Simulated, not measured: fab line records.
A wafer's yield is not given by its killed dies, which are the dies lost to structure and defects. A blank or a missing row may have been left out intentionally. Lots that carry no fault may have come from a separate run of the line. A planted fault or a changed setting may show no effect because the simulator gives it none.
Commonality check across tools	flow berkeleyCmos170	42 wafers sampled across 14 lots

== WHY IT WAS OPENED ==
Of 14 lots, 2 have the reading PLDD_TW flagged at UCB170_PLDD_TW_MEAS_11. No-fault wafers: 1006, standard deviation 11.
Rule: a lot is flagged when every wafer of it that has a number lies more than 4 standard deviations from that mean, or none has a number. The other lots count as sound.

lot	measured	on	PLDD_TW, wafer by wafer	flag
L669	day 7 22:22	filmMetro-01	1007 1007 1010	
L667	day 7 22:40	filmMetro-03	999 995 992	
L668	day 7 22:41	filmMetro-01	1003 1001 1003	
L672	day 8 13:47	filmMetro-01	1007 1005 1010	
L670	day 8 13:57	filmMetro-04	957 957 959	FLAGGED
L671	day 8 14:14	filmMetro-03	996 998 992	
L673	day 8 14:30	filmMetro-01	943 943 938	FLAGGED
L682	day 10 20:55	filmMetro-03	992 995 996	
L684	day 11 11:06	filmMetro-03	992 996 994	
L683	day 11 11:21	filmMetro-01	1011 1008 997	
L685	day 11 11:36	filmMetro-04	1017 1019 1019	
L686	day 11 11:42	filmMetro-03	991 994 990	
L687	day 11 19:02	filmMetro-03	992 993 993	
L688	day 11 19:35	filmMetro-03	997 998 988	
The numbers of the flagged lots are 950 on average: -56 against the usual, or -5 standard deviations.

== WHICH TOOL RAN EACH LOT ==
The record holds 1 process step before the reading, out of a route of 331 steps. Read each cell as the tool, then ch plus the chambers that the sampled wafers visited, then the start.
lot	flag	UCB170_PLDD_IMPLANT_08
L669		implanter-03 ch 0, day 7 21:58
L667		implanter-02 ch 0, day 7 22:14
L668		implanter-03 ch 0, day 7 22:17
L672		implanter-02 ch 0, day 8 13:24
L670	FLAGGED	implanter-03 ch 0, day 8 13:33
L671		implanter-02 ch 0, day 8 13:50
L673	FLAGGED	implanter-03 ch 0, day 8 14:06
L682		implanter-01 ch 0, day 10 20:33
L684		implanter-02 ch 0, day 11 10:42
L683		implanter-01 ch 0, day 11 10:58
L685		implanter-03 ch 0, day 11 11:14
L686		implanter-02 ch 0, day 11 11:18
L687		implanter-01 ch 0, day 11 18:40
L688		implanter-01 ch 0, day 11 19:11
What these steps do:
- UCB170_PLDD_IMPLANT_08
- UCB170_PLDD_TW_MEAS_11

== FLAGGED AGAINST TOTAL, ONE TOOL AT A TIME (gauges that did the reading follow at the end) ==
step	tool	lots run	flagged	share of the flagged lots	sound lots run after its first flagged lot
UCB170_PLDD_IMPLANT_08	implanter-01	4	0	none	-
UCB170_PLDD_IMPLANT_08	implanter-02	5	0	none	-
UCB170_PLDD_IMPLANT_08	implanter-03	5	2	all	1 (L685)
UCB170_PLDD_TW_MEAS_11	filmMetro-01	5	1	some	1 (L683)
UCB170_PLDD_TW_MEAS_11	filmMetro-03	7	0	none	-
UCB170_PLDD_TW_MEAS_11	filmMetro-04	2	1	some	1 (L685)

== WHAT THE TABLE ALLOWS ==
1 row of the table ran every flagged lot: implanter-03 at UCB170_PLDD_IMPLANT_08.
- implanter-03 at UCB170_PLDD_IMPLANT_08: 2 of its 5 lots flagged. Sound lots ran on it after the first flagged one (L685), which a lasting fault on the whole tool wouldn't allow. Its own readings lie more than 4 standard deviations out on every wafer of the flagged lots: doseIonsCm2, faradayCurrentUA.
No row of the table ran every flagged lot and no sound lot after the first.

== WHAT THE SIMULATOR HAD INSERTED ==
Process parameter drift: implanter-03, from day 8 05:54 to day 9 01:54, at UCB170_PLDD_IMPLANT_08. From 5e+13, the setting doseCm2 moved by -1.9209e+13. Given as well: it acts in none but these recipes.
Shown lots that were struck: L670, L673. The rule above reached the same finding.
